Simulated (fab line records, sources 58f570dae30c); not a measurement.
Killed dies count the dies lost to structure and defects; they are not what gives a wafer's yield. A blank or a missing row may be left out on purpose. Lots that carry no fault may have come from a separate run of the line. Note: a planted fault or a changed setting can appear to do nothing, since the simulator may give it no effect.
What tool caused it? + flow berkeley_cmos170 + 14 lots with 42 wafers sampled at 2 steps, on a route of 331 steps

== WHAT EACH GAUGE READ, for each wafer ==
UCB170_CONTACT_CD_MEAS_15: the cd target is 700 nm. Usual: cd_nm reads 700.3 nm (standard deviation 1.3).
| lot  | measured     | on        | cd_nm (nm)                          | flag |
|------|--------------|-----------|-------------------------------------|------|
| L988 | day 7 23:24  | cd_sem-01 | 699.5 699.9 700.3                   |      |
| L989 | day 8 00:05  | cd_sem-02 | 700.4 700.4 702.2                   |      |
| L990 | day 8 14:04  | cd_sem-01 | 698.9 698.6 699.2                   |      |
| L994 | day 9 00:37  | cd_sem-02 | 700.9 701.4 700.9                   |      |
| L993 | day 9 01:01  | cd_sem-02 | 699.7 699.7 701.2                   |      |
| L996 | day 9 18:01  | cd_sem-02 | 695.8 697.8 697.6                   |      |
| L999 | day 9 23:10  | cd_sem-02 | 701.5 702.6 702.3                   |      |
| L100 | day 10 09:02 | cd_sem-02 | 699.5 700.2 699.7                   |      |
| L105 | day 10 23:23 | cd_sem-01 | 700.5 700.2 700.5                   |      |
| L101 | day 10 23:54 | cd_sem-02 | 701.1 700.0 700.7                   |      |
| L107 | day 11 10:38 | cd_sem-02 | 687.4 686.9 686.6 687.2 687.3 686.8 | OFF  |
| L108 | day 11 13:28 | cd_sem-01 | 687.2 686.8 687.1 687.0 686.5 687.1 | OFF  |
| L110 | day 12 11:16 | cd_sem-01 | 699.8 700.4 698.8                   |      |
| L109 | day 12 12:58 | cd_sem-02 | 699.6 700.4 700.0                   |      |

== EACH LOT AND THE TOOL THAT RAN IT (in order: tool; ch and the chambers of the sampled wafers; start) ==
| lot  | UCB170_CONTACT_PEB_13             |
|------|-----------------------------------|
| L988 | litho_track-02 ch 0, day 7 23:07  |
| L989 | litho_track-01 ch 0, day 7 23:46  |
| L990 | litho_track-01 ch 0, day 8 13:49  |
| L994 | litho_track-02 ch 0, day 9 00:21  |
| L993 | litho_track-03 ch 0, day 9 00:45  |
| L996 | litho_track-01 ch 0, day 9 17:44  |
| L999 | litho_track-01 ch 0, day 9 22:53  |
| L100 | litho_track-03 ch 0, day 10 08:46 |
| L105 | litho_track-03 ch 0, day 10 23:07 |
| L101 | litho_track-02 ch 0, day 10 23:38 |
| L107 | litho_track-02 ch 0, day 11 10:22 |
| L108 | litho_track-02 ch 0, day 11 13:12 |
| L110 | litho_track-03 ch 0, day 12 10:59 |
| L109 | litho_track-03 ch 0, day 12 12:41 |
- UCB170_CONTACT_PEB_13

== AS READ BY THE TOOLS THEMSELVES (means over the sampled wafers that have a number; for cases with no such wafer, the mark the record gives instead) ==
UCB170_CONTACT_PEB_13. Usual: exhaust_pa 45.1 Pa, standard deviation 0.82; heater_power_total_W 56.80 W, standard deviation 0.047; plate_temp_C 129.99 C, standard deviation 0.13.
| lot  | tool           | exhaust_pa (Pa) | heater_power_total_W (W) | plate_temp_C (C) | flag |
|------|----------------|-----------------|--------------------------|------------------|------|
| L988 | litho_track-02 | 45.0            | 56.76                    | 130.13           |      |
| L989 | litho_track-01 | 46.1            | 56.78                    | 130.10           |      |
| L990 | litho_track-01 | 45.0            | 56.78                    | 130.19           |      |
| L994 | litho_track-02 | 45.1            | 56.80                    | 130.08           |      |
| L993 | litho_track-03 | 44.7            | 56.80                    | 129.95           |      |
| L996 | litho_track-01 | 46.2            | 56.82                    | 129.99           |      |
| L999 | litho_track-01 | 45.7            | 56.77                    | 129.94           |      |
| L100 | litho_track-03 | 45.3            | 56.79                    | 129.96           |      |
| L105 | litho_track-03 | 46.3            | 56.79                    | 130.17           |      |
| L101 | litho_track-02 | 46.1            | 56.83                    | 130.07           |      |
| L107 | litho_track-02 | 45.3            | 55.75                    | 128.12           | OFF  |
| L108 | litho_track-02 | 44.0            | 55.77                    | 128.05           | OFF  |
| L110 | litho_track-03 | 44.7            | 56.79                    | 129.98           |      |
| L109 | litho_track-03 | 45.7            | 56.77                    | 129.94           |      |

== THE ANSWER, worked out from the rows above alone ==
Rule: take the mean of a lot's wafers that have a number; if it is more than 3 standard deviations from the usual mean, the lot is off. Also off: a lot with no number at a reading for which 4 or more lots have one. The other lots that the step has rows for count as sound. Order of review: gauges by route order, followed by the tools' own readings, for which a lot's mean as printed above is used. At the first step where some lot is off, the reading lying furthest off is the one used; lots without a number count as furthest.
Off: L107, L108, at UCB170_CONTACT_CD_MEAS_15 (cd_nm).
A tool fits if, at a process step before that reading, it ran every lot that is off, and no sound lot after the first of them. The gauges at UCB170_CONTACT_CD_MEAS_15 aren't tried: what is off there is off at UCB170_CONTACT_PEB_13 too, on other tools, and a gauge's error can't cause that. One candidate fits, namely litho_track-02 at UCB170_CONTACT_PEB_13. Its last sound lot is L101 (day 10 23:38), its first lot that is off L107 (day 11 10:22): a fault that began between those two fits.
The tool's own readings at UCB170_CONTACT_PEB_13 bear it out: on the lots that are off they differ by more than 5 times the standard deviation of the sound lots' means. heater_power_total_W reads 55.76 W there against 56.79 W on the sound lots; plate_temp_C reads 128.09 C there against 130.04 C on the sound lots.

== WHAT WAS PUT IN BY THE SIMULATOR ==
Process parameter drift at UCB170_CONTACT_PEB_13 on litho_track-02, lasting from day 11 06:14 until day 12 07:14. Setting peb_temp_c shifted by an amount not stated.
Struck lots among those shown: L107, L108. This agrees with what the rule above found.
